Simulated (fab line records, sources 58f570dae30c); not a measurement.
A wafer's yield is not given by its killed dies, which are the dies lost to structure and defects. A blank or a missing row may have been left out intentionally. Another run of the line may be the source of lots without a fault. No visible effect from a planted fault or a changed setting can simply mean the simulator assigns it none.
fab line records + flow berkeleyCmos170
record:
- lots: 6
- wafers: 18
- lastDay: 12
route steps=331 shown START@5 ZERO@6 NWELL@14
lots that met no fault: taken from a fault-free run of the same line
startH: start of the lot's first displayed wafer, in hours after the record's first day + waitH: time in hours since the lot's previous step + " same as the row above + L1.1+2: a single row standing in for several wafers + - value missing, or start not given + * or withheld: withheld + < > ~ a bound
route shown NAME@n: a module of which the file shows steps, and the number in the route of the first + usual: mean/standard deviation taken from wafers without a fault + same: alike in all rows + chamber/n: place in a boat + sites: readings site by site + _std_site: how widely they spread, as a standard deviation + _edge_site: mean of outer sites minus mean of inner sites + radiusMm: how far each site lies from the wafer's centre + mask NAME#n: copy n + behind: the last tool/chamber to shape the wafer + hold: what put the lot on hold/how long, in hours/how the hold closed + device: which transistor (n, p or np) failed to switch + end of line: the tests these same wafers got at the end of their route + a step without rows: its recipe alone + killed: at the first sort, the dies lost to defects and structure; wafer yield is something else + map: per-die view of a wafer (x killed, . not killed, _ where there is no die)
set.NAME: setting as actually run; set.NAME@STEP: the setting as run at that earlier step + model.NAME: the simulator's own value behind a step, which no gauge read
a table for each step, a row for each wafer; lots at some steps of the route
services: when a tool's chamber went out of use (startH, in hours from the record's first day, below 0 if earlier), for how many hours, and the reason
== steps ==
step: UCB170_START_ANNEAL_04
recipe:
- tempC: 950
- timeS: 1200
- ambient: N2
step: UCB170_ZERO_HMDS_00
recipe:
- primeTimeS: 60
- primeTempC: 100
step: UCB170_ZERO_COAT_01
recipe:
- resist: KrF
- spinRpm: 1500
- resistThkNm: 900
step: UCB170_ZERO_SOFTBAKE_02
recipe:
- resist: KrF
- tempC: 130
- timeS: 60
step: UCB170_ZERO_EXPOSE_03
recipe:
- maskId: PM_MARKS
- na: 0.5
- sigmaOuter: 0.6
- sourceShape: conventional
- targetCdNm: 4000
- doseMj: 30
step: UCB170_ZERO_PEB_04
recipe:
- pebTempC: 131
- pebTimeS: withheld
- resist: KrF
step: UCB170_ZERO_DEVELOP_05
recipe:
- developer: TMAH
- developTimeS: 45
- resist: KrF
- devTempC: 21
step: UCB170_ZERO_ETCH_06
recipe:
- chemistry: CHF3/CF4/Ar
- target: SiO2
- timeS: 12
- pressureMtorr: 100
- rfW: 500
- CHF3_flow_sccm: 50
- cf4FlowSccm: 10
- Ar_flow_sccm: 120
- overEtchFrac: 1.58
usual:
- drypumpMotorCurrentA: 6.0/0.43
- oesProductAu: 0.621/0.0092
- throttleValvePct: 9.19/0.12
| lot.wafer | tool       | chamber | startH | waitH | drypumpMotorCurrentA | oesProductAu | rfHoursCounterH | throttleValvePct |
|-----------|------------|---------|--------|-------|----------------------|--------------|-----------------|------------------|
| L959.3    | rieDiel-02 | 3       | 36.05  | -     | 6.4                  | 0.634        | 156             | 9.02             |
| L959.5    | "          | 1       | "      | "     | 5.6                  | 0.636        | -               | 9.05             |
| L959.6    | "          | 0       | "      | "     | 5.7                  | 0.620        | -               | 9.17             |
| L969.2    | rieDiel-01 | 2       | 87.01  | -     | 5.5                  | 0.625        | 54              | 9.18             |
| L969.4    | "          | 1       | "      | "     | 6.2                  | 0.633        | -               | 9.23             |
| L969.5    | "          | 2       | "      | "     | 5.5                  | 0.622        | -               | 9.18             |
| L970.3    | rieDiel-04 | 3       | 87.26  | -     | 6.7                  | 0.629        | 50              | 9.10             |
| L970.4    | "          | 2       | "      | "     | 5.3                  | 0.634        | 19              | 9.29             |
| L970.5    | "          | 3       | "      | "     | 6.7                  | 0.633        | -               | 9.09             |
| L976.1    | rieDiel-04 | 0       | 123.64 | -     | 6.5                  | 0.631        | 31              | 9.05             |
| L976.2    | "          | 2       | "      | "     | 5.3                  | 0.623        | 21              | 9.29             |
| L976.6    | "          | 0       | "      | "     | 6.5                  | 0.628        | -               | 9.05             |
| L977.1    | rieDiel-01 | 1       | 123.88 | -     | 6.2                  | 0.625        | 10              | 9.24             |
| L977.2    | "          | 2       | "      | "     | 5.5                  | 0.631        | 56              | 9.17             |
| L977.6    | "          | 0       | "      | "     | 5.9                  | 0.618        | -               | 9.23             |
| L979.2    | rieDiel-01 | 1       | 133.24 | -     | 6.2                  | 0.621        | 10              | 9.23             |
| L979.3    | "          | 0       | "      | "     | 5.9                  | 0.616        | 6               | 9.23             |
| L979.6    | "          | 2       | "      | "     | 5.5                  | 0.618        | -               | 9.16             |
step: UCB170_ZERO_STRIP_07
recipe:
- chemistry: O2
- powerW: 400
- pressureMtorr: 3500
- platenTempC: withheld
- o2FlowSccm: 400
- overashFraction: 0.5
usual:
- drypumpMotorCurrentA: 5.5/0.44
- oesProductAu: 0.727/0.0045
- stripTimeToEndpointS: 21.49/0.065
| lot.wafer | tool           | chamber | startH | waitH | drypumpMotorCurrentA | oesProductAu | rfHoursCounterH | stripTimeToEndpointS |
|-----------|----------------|---------|--------|-------|----------------------|--------------|-----------------|----------------------|
| L959.3    | plasmaAsher-03 | 0       | 36.11  | 0.0   | 5.1                  | 0.729        | -               | 21.45                |
| L959.5    | "              | 1       | "      | "     | 4.8                  | 0.730        | -               | 21.35                |
| L959.6    | "              | 0       | "      | "     | 5.1                  | 0.725        | -               | 21.46                |
| L969.2    | plasmaAsher-04 | 0       | 87.04  | 0.0   | 5.6                  | 0.718        | 27              | 21.48                |
| L969.4    | "              | 1       | "      | "     | 5.8                  | 0.729        | -               | 21.54                |
| L969.5    | "              | 1       | "      | "     | 5.8                  | 0.729        | -               | 21.51                |
| L970.3    | plasmaAsher-03 | 1       | 87.31  | 0.0   | 4.8                  | 0.734        | -               | 21.43                |
| L970.4    | "              | 0       | "      | "     | 5.1                  | 0.726        | -               | 21.44                |
| L970.5    | "              | 0       | "      | "     | 5.1                  | 0.736        | -               | 21.42                |
| L976.1    | plasmaAsher-03 | 0       | 123.66 | 0.0   | 5.1                  | 0.721        | 41              | 21.60                |
| L976.2    | "              | 1       | "      | "     | 4.8                  | 0.727        | 41              | 21.45                |
| L976.6    | "              | 0       | "      | "     | 5.1                  | 0.732        | -               | 21.51                |
| L977.1    | plasmaAsher-01 | 1       | 123.91 | 0.0   | 6.0                  | 0.727        | 1               | 21.47                |
| L977.2    | "              | 0       | "      | "     | 5.8                  | 0.723        | 1               | 21.42                |
| L977.6    | "              | 0       | "      | "     | 5.9                  | 0.729        | -               | 21.45                |
| L979.2    | plasmaAsher-03 | 1       | 133.26 | 0.0   | 4.8                  | 0.724        | 42              | 21.51                |
| L979.3    | "              | 0       | "      | "     | 5.1                  | 0.733        | -               | 21.52                |
| L979.6    | "              | 0       | "      | "     | 5.1                  | 0.720        | -               | 21.49                |
step: UCB170_NWELL_WET_ETCH_00
recipe:
- chemistry: dHF
- dilution: 25:1
- target: SiO2
- tempC: 25
- timeS: 200
step: UCB170_NWELL_OXIDATION_01
recipe:
- tempC: 1000
- ambient: O2
- targetThkA: 264
- oxTimeS: 1260
step: UCB170_NWELL_THK_MEAS_02
recipe:
- reads: SiO2_of_NWELL_OXIDATION_01
usual:
- NWELL_OXIDE_THK: 26.2/0.47
| lot.wafer | tool         | chamber | startH | waitH | NWELL_OXIDE_THK[nm] |
|-----------|--------------|---------|--------|-------|---------------------|
| L959.3    | filmMetro-03 | -       | 40.42  | 0.0   | 26.1                |
| L959.5    | "            | -       | "      | "     | 26.2                |
| L959.6    | "            | -       | "      | "     | 25.6                |
| L969.2    | filmMetro-04 | -       | 91.53  | 0.0   | 27.0                |
| L969.4    | "            | -       | "      | "     | 26.5                |
| L969.5    | "            | -       | "      | "     | 26.6                |
| L970.3    | filmMetro-01 | -       | 91.54  | 0.0   | 26.8                |
| L970.4    | "            | -       | "      | "     | 27.3                |
| L970.5    | "            | -       | "      | "     | 27.7                |
| L976.1    | filmMetro-03 | -       | 128.97 | 0.0   | 26.0                |
| L976.2    | "            | -       | "      | "     | 26.1                |
| L976.6    | "            | -       | "      | "     | 25.6                |
| L977.1    | filmMetro-04 | -       | 128.97 | 0.0   | 26.5                |
| L977.2    | "            | -       | "      | "     | 26.8                |
| L977.6    | "            | -       | "      | "     | 27.0                |
| L979.2    | filmMetro-03 | -       | 138.01 | 0.0   | 26.3                |
| L979.3    | "            | -       | "      | "     | 26.2                |
| L979.6    | "            | -       | "      | "     | 26.5                |
step: UCB170_NWELL_ANNEAL_03
recipe:
- tempC: 1000
- timeS: 900
- ambient: N2
usual:
- spikeTcCentreC: 1003.5/1.1
- spikeTcLoadC: 1028.8/2.6
| lot.wafer | tool       | chamber | startH | waitH | spikeTcCentreC | spikeTcLoadC |
|-----------|------------|---------|--------|-------|----------------|--------------|
| L959.3    | furnace-02 | 0       | 44.15  | 3.7   | 1004.2         | 1028.2       |
| L959.5    | "          | 0       | "      | "     | 1003.2         | 1027.7       |
| L959.6    | "          | 0       | "      | "     | 1001.5         | 1025.4       |
| L969.2    | furnace-02 | -       | 93.35  | 1.8   | -              | -            |
| L969.4    | "          | -       | "      | "     | -              | -            |
| L969.5    | "          | -       | "      | "     | -              | -            |
| L970.3    | furnace-02 | -       | 93.35  | 1.8   | -              | -            |
| L970.4    | "          | -       | "      | "     | -              | -            |
| L970.5    | "          | -       | "      | "     | -              | -            |
| L976.1    | furnace-01 | 0       | 134.15 | 5.2   | 1002.9         | 1033.0       |
| L976.2    | "          | 0       | "      | "     | 1004.7         | 1033.7       |
| L976.6    | "          | 0       | "      | "     | 1002.8         | 1030.4       |
| L977.1    | furnace-01 | 0       | 134.15 | 5.2   | 1001.9         | 1030.6       |
| L977.2    | "          | 0       | "      | "     | 1002.2         | 1032.0       |
| L977.6    | "          | 0       | "      | "     | 1004.0         | 1031.0       |
| L979.2    | furnace-02 | 0       | 139.36 | 1.3   | 1005.2         | 1028.6       |
| L979.3    | "          | 0       | "      | "     | 1002.6         | 1028.4       |
| L979.6    | "          | 0       | "      | "     | 1005.5         | 1029.6       |
step: UCB170_NWELL_CVD_04
recipe:
- material: Si3N4
- targetThkNm: 224
- tempC: 800
- precursor: SiH2Cl2/NH3
- timeS: 3360
- pressureMtorr: 200
- sih2cl2FlowSccm: 25
- nh3FlowSccm: 75
== services ==
| tool           | chamber | startH | hours | kind                  |
|----------------|---------|--------|-------|-----------------------|
| furnace-02     | -       | 21.83  | 1.8   | pm                    |
| rieDiel-04     | 2       | 24.06  | 5.1   | repair                |
| plasmaAsher-04 | -       | 55.54  | 19.6  | repair                |
| furnace-01     | -       | 56.58  | 3.8   | pm                    |
| furnace-01     | -       | 59.45  | 22.2  | repair                |
| rieDiel-02     | 1       | 59.48  | -     | clean                 |
| rieDiel-02     | 1       | 59.48  | 18.5  | scheduledDown         |
| rieDiel-02     | 1       | 59.48  | 18.5  | ventCycle             |
| rieDiel-04     | 0       | 65.81  | 3.3   | repair                |
| rieDiel-02     | 2       | 66.92  | 9.4   | repair                |
| rieDiel-01     | 3       | 73.20  | -     | clean                 |
| rieDiel-01     | 3       | 73.20  | -     | consumableReplace:esc |
| rieDiel-01     | 3       | 73.20  | 28.8  | scheduledDown         |
| rieDiel-01     | 3       | 73.20  | 28.8  | ventCycle             |
| plasmaAsher-03 | -       | 84.06  | 0.4   | repair                |
| furnace-01     | -       | 87.54  | 1.5   | pm                    |
| rieDiel-02     | 2       | 90.72  | 17.1  | repair                |
| rieDiel-01     | 1       | 92.00  | 2.1   | repair                |
| plasmaAsher-01 | -       | 108.75 | 9.0   | pm                    |
| plasmaAsher-01 | 0       | 108.75 | 9.0   | ventCycle             |
| plasmaAsher-03 | -       | 118.29 | 2.1   | repair                |
| furnace-01     | -       | 122.03 | 4.2   | pm                    |
| rieDiel-04     | -       | 128.33 | 0.6   | repair                |
| plasmaAsher-03 | -       | 137.25 | 7.3   | repair                |
== key ==
firstSign:
- step: UCB170_NWELL_ANNEAL_03
- reading: toolRecord
- direction: missing
effect none on later readings
metAt UCB170_NWELL_ANNEAL_03
struckWafers L969.2,L969.4,L969.5,L970.3,L970.4,L970.5
laterRowsLeftOut L969.2,L969.4,L969.5,L970.3,L970.4,L970.5
sortLeftOut L969.2,L969.4,L969.5,L970.3,L970.4,L970.5
testerLeftOut L969,L970
onsetBetween 44.15 93.35
fault:
- kind: skippedStepWhole
- tool: furnace-02
- chamber: -
- onsetH: 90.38
- steps: UCB170_NWELL_ANNEAL_03
- scope: struckLotsOnly
testerLeftOut: of these lots the tester's yield and bins aren't shown, on N5 and GAA mostly nor the transistor test; their killed dies are dies lost to structure and defects alone, not to doping, threshold or leakage, so they don't give the yield
sortLeftOut: the simulated sort isn't trusted on such a fault, so these wafers' sort isn't shown, and their yield isn't known
laterRowsLeftOut: the simulator's readings of these wafers behind a module that went badly wrong aren't trusted and aren't shown, but for the sort
